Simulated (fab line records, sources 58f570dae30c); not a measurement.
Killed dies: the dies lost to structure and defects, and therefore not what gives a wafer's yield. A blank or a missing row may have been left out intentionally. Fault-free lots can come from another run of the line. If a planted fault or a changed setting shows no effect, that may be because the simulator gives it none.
Split-lot study | flow berkeley-cmos170 | 23 wafers read across 5 lots, on a route 331 steps long

== ABOUT THE SPLIT ==
At UCB170_M3_COAT_10 (resist thk 900 nm), the setting spin-rpm was moved away from the recipe's 1500 rpm on 6 of the 23 wafers read, by -4.7% to +6.2%. For the rest of the wafers, this setting stayed at what the recipe calls for.

== FROM THE SPLIT TO THE READING: what the file shows between them, 4 steps ==
- UCB170_M3_SOFTBAKE_11: time 60 s
- UCB170_M3_EXPOSE_12: exposes mask METAL3, target cd 700 nm
- UCB170_M3_ETCH_17: etches BARC in N2/H2
- UCB170_M3_METAL_ETCH_18: etches Al in Cl2/BCl3, stops on SiO2, target depth 1170 nm, time 195 s

== THE READING ==
oes-product-au, in a.u., at UCB170_M3_STRIP_19 (strips in O2). On this fab line, fault-free wafers typically give 0.542 a.u. with a standard deviation of 0.012 a.u.

wafer  | tool, chamber at the split | spin-rpm as run, rpm | against the recipe | oes-product-au, a.u. | against lot-mates on the recipe
L076.2 | litho-track-04, 0          | 1500                 | recipe             | 0.554                | -
L076.3 | litho-track-04, 0          | 1500                 | recipe             | 0.548                | -
L076.4 | litho-track-04, 0          | 1500                 | recipe             | 0.548                | -
L076.5 | litho-track-04, 0          | 1500                 | recipe             | 0.558                | -
L076.6 | litho-track-04, 0          | 1500                 | recipe             | 0.552                | -
L075.1 | litho-track-03, 0          | 1500                 | recipe             | 0.536                | -
L075.2 | litho-track-03, 0          | 1500                 | recipe             | 0.535                | -
L075.3 | litho-track-03, 0          | 1432                 | -4.5%              | 0.545                | +0.010
L075.4 | litho-track-03, 0          | 1500                 | recipe             | 0.534                | -
L075.6 | litho-track-03, 0          | 1432                 | -4.5%              | 0.562                | +0.027
L074.1 | litho-track-02, 0          | 1500                 | recipe             | 0.542                | -
L074.2 | litho-track-02, 0          | 1593                 | +6.2%              | 0.514                | -0.035
L074.3 | litho-track-02, 0          | 1500                 | recipe             | 0.554                | -
L074.4 | litho-track-02, 0          | 1500                 | recipe             | 0.551                | -
L074.5 | litho-track-02, 0          | 1593                 | +6.2%              | 0.524                | -0.025
L083.1 | litho-track-03, 0          | 1429                 | -4.7%              | 0.561                | +0.029
L083.2 | litho-track-03, 0          | 1500                 | recipe             | 0.524                | -
L083.3 | litho-track-03, 0          | 1500                 | recipe             | 0.543                | -
L083.4 | litho-track-03, 0          | 1500                 | recipe             | 0.530                | -
L083.6 | litho-track-03, 0          | 1429                 | -4.7%              | 0.558                | +0.026
L082.1 | litho-track-04, 0          | 1500                 | recipe             | 0.528                | -
L082.3 | litho-track-04, 0          | 1500                 | recipe             | 0.532                | -
L082.4 | litho-track-04, 0          | 1500                 | recipe             | 0.529                | -

FIT RESULTS
A straight line over all 23 wafers: oes-product-au changes by -0.00345 a.u. for each +1% of spin-rpm; r = -0.69; the points scatter about the line by 0.01 a.u.
The same after taking each lot's own level away (the mean of its wafers on the recipe; 23 wafers): -0.00489 a.u. for each +1%; r = -0.93; scatter 0.0054 a.u.
The reading moves by 0.03 a.u. for the largest change in spin-rpm, on that fit.
Measured against the standard deviation above, the lots' own levels, which go from 0.5297 to 0.5520 a.u., span 1.9 times it.
So the lot-to-lot level blurs the effect unless lot-mates are compared.
Check: for one of the wafers moved furthest among these (+6.2%), held out of the fit, the line's prediction against its lot-mates is -0.0282 a.u. It came out at -0.035 a.u. against them.

== OTHER SPLITS APPLIED TO THESE WAFERS ==
These wafers also went through other splits before the reading. Each is held against what the fit with the lots' levels taken away leaves over:
other split on the same wafers | wafers away from the commonest value | r with oes-product-au (lot level and that fit taken away)
UCB170_M2_SPUTTER_01 power-w   | 9                                    | +0.02
UCB170_M2_COAT_09 spin-rpm     | 9                                    | -0.08
UCB170_V2_ETCH_14 rf-w         | 8                                    | -0.02

== THE WHOLE CHAIN: every reading that the file lists as answering this split, in the file's order ==
step                    | what it does                                                           | reading                                                                   | change (the file's fit)                  | r (the file's)
UCB170_M3_COAT_10       | resist thk 900 nm                                                      | KrF_of_M3_COAT_10.thk-nm (the simulator's own value, which no gauge read) | -4.5 nm for each +1% of the setting      | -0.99
UCB170_M3_METAL_ETCH_18 | etches Al in Cl2/BCl3, stops on SiO2, target depth 1170 nm, time 195 s | KrF_of_M3_COAT_10.thk-nm (the simulator's own value, which no gauge read) | -5.18 nm for each +1% of the setting     | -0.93
UCB170_M3_STRIP_19      | strips in O2                                                           | oes-product-au                                                            | -0.0049 a.u. for each +1% of the setting | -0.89

== THE FILE'S OWN FIT ==
oes-product-au changes by -0.0049 a.u. for each +1% of spin-rpm, r = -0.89.
